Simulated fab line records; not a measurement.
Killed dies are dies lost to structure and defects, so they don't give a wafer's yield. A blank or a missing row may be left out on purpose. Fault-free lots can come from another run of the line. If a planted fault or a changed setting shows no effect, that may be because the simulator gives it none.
fab line records | flow rit-cmos
record: lots: 14 | wafers: 42 | last-day: 7
route steps=202 shown PWELL@48 NLDD@105 PSD@157 M1@193
lots untouched by any fault: they come from a run of this same line in which no faults occurred
start-h: the number of hours between the record's first day and the start of the first shown wafer of the lot | wait-h: hours since the lot's step before | " repeats the value in the row above | L1.1+2: one row covering several wafers at once | - no value present, or no start provided | * or withheld: withheld | < > ~ a bound
route shown NAME@n: names a module that has steps shown in the file, with the first one's number in the route | usual: average and standard deviation across the fault-free wafers | same: alike in all rows | chamber/n: place in a boat | sites: each site's reading | _std_site: the standard deviation of these | _edge_site: outer sites' mean less inner sites' | radius-mm: how far each site lies from the wafer's centre | mask NAME#n: copy n | behind: the most recent tool/chamber to have shaped the wafer | hold: reason for holding the lot/hours on hold/outcome of the hold | device: whichever transistor did not switch (one of n, p or np) | end of line: the route-end tests of the same wafers | a step without rows: its recipe alone | killed: dies that structure and defects cost at the first sort, which is not the same as the wafer's yield | map: the dies of a wafer, with x for killed, . for not killed, _ for no die there
set.NAME: setting as actually run; set.NAME@STEP: the setting as run at that earlier step | model.NAME: the simulator's own value behind a step, which no gauge read
steps of the route over a sample of lots; a table a step, a row a wafer
services: from which hour (start-h, from the record's first day; less than 0 if before it) a tool's chamber was out of use, for how many hours, and why
== steps ==
step: RIT_PWELL_STRIP_09
recipe: chemistry: O2 | time-s: 180 | resist: NOVOLAK | platen-temp-c: withheld | power-w: 500 | pressure-mtorr: 4000 | o2-flow-sccm: 4000
usual: drypump-motor-current-A: 6.0/0.54 | rf-refl-power-W: 6.0/1.8
lot.wafer | tool            | chamber | start-h | wait-h | drypump-motor-current-A | rf-hours-counter-h | rf-refl-power-W
L984.2    | plasma-asher-04 | 1       | 33.24   | 0.1    | 5.6                     | 24                 | 6.1
L984.4    | "               | 1       | "       | "      | 5.6                     | -                  | 5.9
L984.6    | "               | 1       | "       | "      | 5.6                     | -                  | 6.2
L985.1    | plasma-asher-01 | 0       | 39.26   | 0.1    | 6.0                     | 38                 | 3.7
L985.3    | "               | 0       | "       | "      | 6.0                     | -                  | 3.7
L985.6    | "               | 1       | "       | "      | 5.6                     | -                  | 6.5
L986.1    | plasma-asher-01 | 0       | 43.55   | 0.1    | 6.0                     | 38                 | 3.6
L986.4    | "               | 1       | "       | "      | 5.6                     | -                  | 6.4
L986.6    | "               | 0       | "       | "      | 6.0                     | -                  | 3.5
L988.1    | plasma-asher-01 | 0       | 55.40   | 0.1    | 6.0                     | 40                 | 4.0
L988.3    | "               | 0       | "       | "      | 6.0                     | -                  | 3.8
L988.5    | "               | 0       | "       | "      | 6.0                     | -                  | 3.8
L989.1    | plasma-asher-02 | 0       | 60.60   | 0.1    | 6.8                     | 40                 | 8.7
L989.3    | "               | 0       | "       | "      | 6.8                     | -                  | 8.6
L989.4    | "               | 1       | "       | "      | 6.0                     | -                  | 4.7
L990.1    | plasma-asher-01 | 1       | 65.29   | 0.1    | 5.6                     | 40                 | 6.2
L990.3    | "               | 1       | "       | "      | 5.6                     | -                  | 6.2
L990.5    | "               | 0       | "       | "      | 6.0                     | -                  | 3.5
L991.3    | plasma-asher-02 | 1       | 69.60   | 0.1    | 6.1                     | -                  | 4.5
L991.4    | "               | 0       | "       | "      | 6.8                     | -                  | 8.6
L991.5    | "               | 1       | "       | "      | 6.1                     | -                  | 4.8
L992.1    | plasma-asher-02 | 1       | 75.16   | 0.1    | 6.1                     | 42                 | 5.4
L992.2    | "               | 0       | "       | "      | 6.8                     | 42                 | 8.7
L992.5    | "               | 1       | "       | "      | 6.1                     | -                  | 4.8
L993.1    | plasma-asher-01 | 1       | 78.98   | 0.1    | 5.6                     | 42                 | 6.4
L993.3    | "               | 0       | "       | "      | 6.0                     | -                  | 3.7
L993.6    | "               | 1       | "       | "      | 5.6                     | -                  | 6.3
L999.1    | plasma-asher-04 | 1       | 109.43  | 0.1    | 5.6                     | 33                 | 6.1
L999.3    | "               | 0       | "       | "      | 4.8                     | -                  | 8.0
L999.4    | "               | 1       | "       | "      | 5.6                     | -                  | 6.0
L102.1    | plasma-asher-01 | 1       | 124.20  | 0.1    | 5.6                     | 1                  | 6.4
L102.3    | "               | 0       | "       | "      | 6.0                     | -                  | 3.5
L102.6    | "               | 0       | "       | "      | 6.0                     | -                  | 3.4
L103.1    | plasma-asher-04 | 1       | 127.88  | 0.1    | 5.6                     | 35                 | 5.8
L103.3    | "               | 1       | "       | "      | 5.6                     | -                  | 5.9
L103.4    | "               | 0       | "       | "      | 4.8                     | -                  | 8.4
L104.2    | plasma-asher-02 | 0       | 134.04  | 0.1    | 6.8                     | 48                 | 8.4
L104.5    | "               | 0       | "       | "      | 6.8                     | -                  | 8.7
L104.6    | "               | 1       | "       | "      | 6.0                     | -                  | 4.7
L105.2    | plasma-asher-04 | 1       | 137.81  | 0.1    | 5.6                     | 36                 | 6.0
L105.3    | "               | 0       | "       | "      | 4.8                     | -                  | 7.9
L105.5    | "               | 1       | "       | "      | 5.6                     | -                  | 6.1
step: RIT_NLDD_SOFTBAKE_02
recipe: resist: NOVOLAK | temp-c: 90 | time-s: 60
usual: heater-power-total-W: 34.56/0.05 | plate-temp-C: 90.02/0.11 | resist-line-temp-C: 23.01/0.12
lot.wafer | tool           | chamber | start-h | wait-h | heater-power-total-W | plate-temp-C | resist-line-temp-C
L984.2    | litho-track-02 | 0       | 53.70   | 0.1    | 34.50                | 90.08        | 22.98
L984.4    | "              | 0       | "       | "      | 34.58                | 89.80        | 22.92
L984.6    | "              | 0       | "       | "      | 34.62                | 90.00        | 23.01
L985.1    | litho-track-02 | 0       | 60.65   | 0.1    | 34.63                | 90.00        | 23.12
L985.3    | "              | 0       | "       | "      | 34.59                | 90.00        | 23.01
L985.6    | "              | 0       | "       | "      | 34.50                | 90.03        | 23.35
L986.1    | litho-track-03 | 0       | 66.76   | 0.1    | 34.54                | 90.07        | 23.03
L986.4    | "              | 0       | "       | "      | 34.58                | 90.14        | 22.94
L986.6    | "              | 0       | "       | "      | 34.59                | 90.20        | 23.11
L988.1    | litho-track-04 | 0       | 77.52   | 0.1    | 34.59                | 89.87        | 23.18
L988.3    | "              | 0       | "       | "      | 34.67                | 90.00        | 23.06
L988.5    | "              | 0       | "       | "      | 34.59                | 90.06        | 23.15
L989.1    | litho-track-04 | 0       | 81.04   | 0.1    | 36.66                | 93.96        | 22.98
L989.3    | "              | 0       | "       | "      | 36.74                | 93.90        | 22.87
L989.4    | "              | 0       | "       | "      | 36.81                | 94.03        | 23.07
L990.1    | litho-track-04 | 0       | 85.77   | 0.1    | 36.69                | 94.18        | 22.84
L990.3    | "              | 0       | "       | "      | 36.85                | 94.13        | 22.85
L990.5    | "              | 0       | "       | "      | 36.75                | 94.02        | 22.89
L991.3    | litho-track-02 | 0       | 91.63   | 0.1    | 34.52                | 89.97        | 22.92
L991.4    | "              | 0       | "       | "      | 34.64                | 89.95        | 22.84
L991.5    | "              | 0       | "       | "      | 34.59                | 89.97        | 22.92
L992.1    | litho-track-03 | 0       | 96.06   | 0.1    | 34.54                | 90.10        | 23.09
L992.2    | "              | 0       | "       | "      | 34.44                | 90.10        | 23.19
L992.5    | "              | 0       | "       | "      | 34.56                | 90.16        | 22.92
L993.1    | litho-track-03 | 0       | 99.12   | 0.1    | 34.50                | 89.97        | 23.14
L993.3    | "              | 0       | "       | "      | 34.55                | 90.07        | 23.05
L993.6    | "              | 0       | "       | "      | 34.53                | 89.99        | 23.02
L999.1    | litho-track-02 | 0       | 127.68  | 0.1    | 34.59                | 89.90        | 23.02
L999.3    | "              | 0       | "       | "      | 34.66                | 90.19        | 23.10
L999.4    | "              | 0       | "       | "      | 34.58                | 89.92        | 23.15
L102.1    | litho-track-02 | 0       | 142.55  | 0.1    | 34.57                | 89.77        | 23.05
L102.3    | "              | 0       | "       | "      | 34.60                | 89.90        | 23.13
L102.6    | "              | 0       | "       | "      | 34.54                | 89.93        | 22.99
L103.1    | litho-track-02 | 0       | 148.72  | 0.1    | 34.54                | 90.05        | 23.18
L103.3    | "              | 0       | "       | "      | 34.62                | 90.10        | 23.25
L103.4    | "              | 0       | "       | "      | 34.58                | 90.07        | 23.05
L104.2    | litho-track-04 | 0       | 156.81  | 0.1    | 34.49                | 89.96        | 22.75
L104.5    | "              | 0       | "       | "      | 34.55                | 89.94        | 22.91
L104.6    | "              | 0       | "       | "      | 34.55                | 89.88        | 22.94
L105.2    | litho-track-03 | 0       | 158.36  | 0.1    | 34.59                | 89.97        | 22.85
L105.3    | "              | 0       | "       | "      | 34.60                | 90.00        | 22.97
L105.5    | "              | 0       | "       | "      | 34.48                | 90.17        | 22.97
step: RIT_SDANNEAL_RS_MEAS_04
recipe: thk-meas-gauge: four-point-probe
usual: PSD_RS: 115.94/0.26
lot.wafer | tool          | chamber | start-h | wait-h | PSD_RS[ohm/sq]
L984.2    | film-metro-04 | -       | 62.25   | 0.1    | 115.85
L984.4    | "             | -       | "       | "      | 115.62
L984.6    | "             | -       | "       | "      | 115.66
L985.1    | film-metro-04 | -       | 70.91   | 0.0    | 115.68
L985.3    | "             | -       | "       | "      | 116.10
L985.6    | "             | -       | "       | "      | 115.79
L986.1    | film-metro-02 | -       | 75.58   | 0.0    | 115.79
L986.4    | "             | -       | "       | "      | 115.71
L986.6    | "             | -       | "       | "      | 115.62
L988.1    | film-metro-02 | -       | 85.97   | 0.0    | 116.03
L988.3    | "             | -       | "       | "      | 115.96
L988.5    | "             | -       | "       | "      | 115.51
L989.1    | film-metro-02 | -       | 89.61   | 0.0    | 116.13
L989.3    | "             | -       | "       | "      | 115.94
L989.4    | "             | -       | "       | "      | 115.73
L990.1    | film-metro-01 | -       | 95.42   | 0.0    | 115.70
L990.3    | "             | -       | "       | "      | 115.52
L990.5    | "             | -       | "       | "      | 115.65
L991.3    | film-metro-04 | -       | 100.40  | 0.1    | 116.00
L991.4    | "             | -       | "       | "      | 116.09
L991.5    | "             | -       | "       | "      | 115.99
L992.1    | film-metro-01 | -       | 104.90  | 0.0    | 116.22
L992.2    | "             | -       | "       | "      | 116.30
L992.5    | "             | -       | "       | "      | 116.17
L993.1    | film-metro-01 | -       | 107.71  | 0.0    | 116.14
L993.3    | "             | -       | "       | "      | 116.32
L993.6    | "             | -       | "       | "      | 116.47
L999.1    | film-metro-02 | -       | 136.14  | 0.0    | 115.58
L999.3    | "             | -       | "       | "      | 115.85
L999.4    | "             | -       | "       | "      | 116.10
L102.1    | film-metro-01 | -       | 151.23  | 0.0    | 115.59
L102.3    | "             | -       | "       | "      | 115.79
L102.6    | "             | -       | "       | "      | 115.74
L103.1    | film-metro-02 | -       | 157.54  | 0.0    | 116.25
L103.3    | "             | -       | "       | "      | 116.23
L103.4    | "             | -       | "       | "      | 116.09
L104.2    | film-metro-01 | -       | 165.57  | 0.1    | 116.00
L104.5    | "             | -       | "       | "      | 116.16
L104.6    | "             | -       | "       | "      | 116.01
L105.2    | film-metro-02 | -       | 167.07  | 0.1    | 115.89
L105.3    | "             | -       | "       | "      | 116.18
L105.5    | "             | -       | "       | "      | 116.09
step: RIT_M1_CD_MEAS_09
recipe: target-cd-nm: 2600
usual: cd-nm: 2599.7/2.5
lot.wafer | tool      | chamber | start-h | wait-h | cd-nm
L984.2    | cd-sem-01 | -       | 66.86   | -      | 2604.5
L984.4    | "         | -       | "       | "      | 2602.5
L984.6    | "         | -       | "       | "      | 2602.6
L985.1    | cd-sem-02 | -       | 75.60   | -      | 2600.6
L985.3    | "         | -       | "       | "      | 2600.9
L985.6    | "         | -       | "       | "      | 2600.6
L986.1    | cd-sem-01 | -       | 80.40   | -      | 2597.3
L986.4    | "         | -       | "       | "      | 2597.3
L986.6    | "         | -       | "       | "      | 2597.8
L988.1    | cd-sem-01 | -       | 90.77   | -      | 2599.2
L988.3    | "         | -       | "       | "      | 2600.1
L988.5    | "         | -       | "       | "      | 2599.7
L989.1    | cd-sem-01 | -       | 94.32   | -      | 2598.1
L989.3    | "         | -       | "       | "      | 2597.9
L989.4    | "         | -       | "       | "      | 2599.7
L990.1    | cd-sem-01 | -       | 100.08  | -      | 2597.0
L990.3    | "         | -       | "       | "      | 2597.9
L990.5    | "         | -       | "       | "      | 2599.9
L991.3    | cd-sem-01 | -       | 105.74  | -      | 2597.0
L991.4    | "         | -       | "       | "      | 2598.9
L991.5    | "         | -       | "       | "      | 2598.6
L992.1    | cd-sem-01 | -       | 109.62  | -      | 2604.6
L992.2    | "         | -       | "       | "      | 2601.4
L992.5    | "         | -       | "       | "      | 2602.1
L993.1    | cd-sem-01 | -       | 112.59  | -      | 2598.2
L993.3    | "         | -       | "       | "      | 2598.5
L993.6    | "         | -       | "       | "      | 2599.0
L999.1    | cd-sem-01 | -       | 141.23  | -      | 2602.5
L999.3    | "         | -       | "       | "      | 2604.5
L999.4    | "         | -       | "       | "      | 2604.6
L102.1    | cd-sem-02 | -       | 155.82  | -      | 2595.1
L102.3    | "         | -       | "       | "      | 2595.9
L102.6    | "         | -       | "       | "      | 2595.4
L103.1    | cd-sem-02 | -       | 162.40  | -      | 2602.9
L103.3    | "         | -       | "       | "      | 2603.5
L103.4    | "         | -       | "       | "      | 2602.3
L104.2    | cd-sem-02 | -       | 170.15  | -      | 2602.1
L104.5    | "         | -       | "       | "      | 2601.2
L104.6    | "         | -       | "       | "      | 2602.0
L105.2    | cd-sem-01 | -       | 171.77  | -      | 2596.8
L105.3    | "         | -       | "       | "      | 2598.4
L105.5    | "         | -       | "       | "      | 2598.4
step: RIT_M1_PROBE_99
usual: killed-at-contacts: 0.1/0.35 | killed-at-front-end: 6.9/2.8 | killed-dies: 7.0/2.8 | killed-open: 3.4/2 | killed-short: 3.5/2.1
same: gross-dies: 264 | killed_at_M0_to_M3: 0 | killed_at_M4_up: 0 | killed-at-back-side: 0 | killed-at-other: 0
lot.wafer | tool      | chamber | start-h | wait-h | killed-at-contacts | killed-at-front-end | killed-dies | killed-open | killed-short
L993.1    | prober-02 | -       | 115.24  | 0.1    | 0                  | 6                   | 6           | 3           | 3
L993.3    | prober-02 | -       | 115.34  | 0.2    | 0                  | 4                   | 4           | 3           | 1
L993.6    | prober-02 | -       | 115.49  | 0.2    | 0                  | 4                   | 4           | 1           | 3
L102.1    | prober-02 | -       | 158.48  | 0.1    | 0                  | 5                   | 5           | 1           | 4
L102.3    | prober-02 | -       | 158.58  | 0.2    | 0                  | 7                   | 7           | 2           | 5
L102.6    | prober-02 | -       | 158.73  | 0.2    | 0                  | 9                   | 9           | 4           | 5
killed by level:class
L993.1 GATE:geometric-particle:open=2 GATE:geometric-particle:short=1 REOX:geometric-particle:short=1 REOX:geometric-particle:open=1 SPACER:geometric-particle:short=1
L993.3 FOX1:geometric-particle:short=1 FOX2:geometric-particle:open=1 SPACER:geometric-particle:open=1 SILICIDE:geometric-particle:open=1
L993.6 SILICIDE:geometric-particle:short=2 FOX1:geometric-particle:short=1 SILICIDE:geometric-particle:open=1
L102.1 SPACER:geometric-particle:short=2 FOX1:geometric-particle:short=1 SILICIDE:geometric-particle:short=1 SILICIDE:geometric-particle:open=1
L102.3 GATE:geometric-particle:open=2 GATE:geometric-particle:short=2 FOX1:geometric-particle:short=1 SPACER:geometric-particle:short=1 SILICIDE:geometric-particle:short=1
L102.6 GATE:geometric-particle:open=2 GATE:geometric-particle:short=2 SILICIDE:geometric-particle:open=2 FOX1:geometric-particle:short=1 SPACER:geometric-particle:short=1 SILICIDE:geometric-particle:short=1
== services ==
tool            | chamber | start-h | hours | kind
plasma-asher-02 | -       | 33.02   | 3.0   | repair
plasma-asher-01 | -       | 35.35   | 1.6   | repair
plasma-asher-04 | -       | 93.69   | 0.4   | repair
plasma-asher-04 | -       | 105.16  | 2.2   | repair
plasma-asher-01 | -       | 108.75  | 9.0   | pm
plasma-asher-01 | 0       | 108.75  | 9.0   | vent-cycle
plasma-asher-01 | 1       | 108.75  | 9.0   | vent-cycle
plasma-asher-01 | 0       | 117.75  | -     | clean
plasma-asher-01 | 1       | 117.75  | -     | clean
plasma-asher-02 | -       | 123.99  | 3.4   | repair
plasma-asher-02 | -       | 144.26  | 7.2   | repair
== key ==
first-sign: step: RIT_NLDD_SOFTBAKE_02 | reading: heater-power-total-W | direction: up | sigmas: 44 | usual: 34.56 | struck: 36.75
effect: step: RIT_NLDD_SOFTBAKE_02 | reading: plate-temp-C | direction: up | sigmas: 36 | usual: * | struck: *
met-at RIT_NLDD_SOFTBAKE_02
struck-lots L989,L990
tester-left-out L989,L990
not-acting-at RIT_PWELL_STRIP_09,RIT_SDANNEAL_RS_MEAS_04,RIT_M1_CD_MEAS_09
onset-between 77.52 81.04
fault: kind: process-parameter-drift | tool: litho-track-04 | chamber: - | onset-h: 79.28 | steps: RIT_NLDD_SOFTBAKE_02 | channel: temp-c | offset: * | shape: step | end-h: 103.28 | acts-in: * | stated: *
tester-left-out: of these lots the tester's yield and bins aren't shown, on N5 and GAA mostly nor the transistor test; their killed dies are dies lost to structure and defects alone, not to doping, threshold or leakage, so they don't give the yield
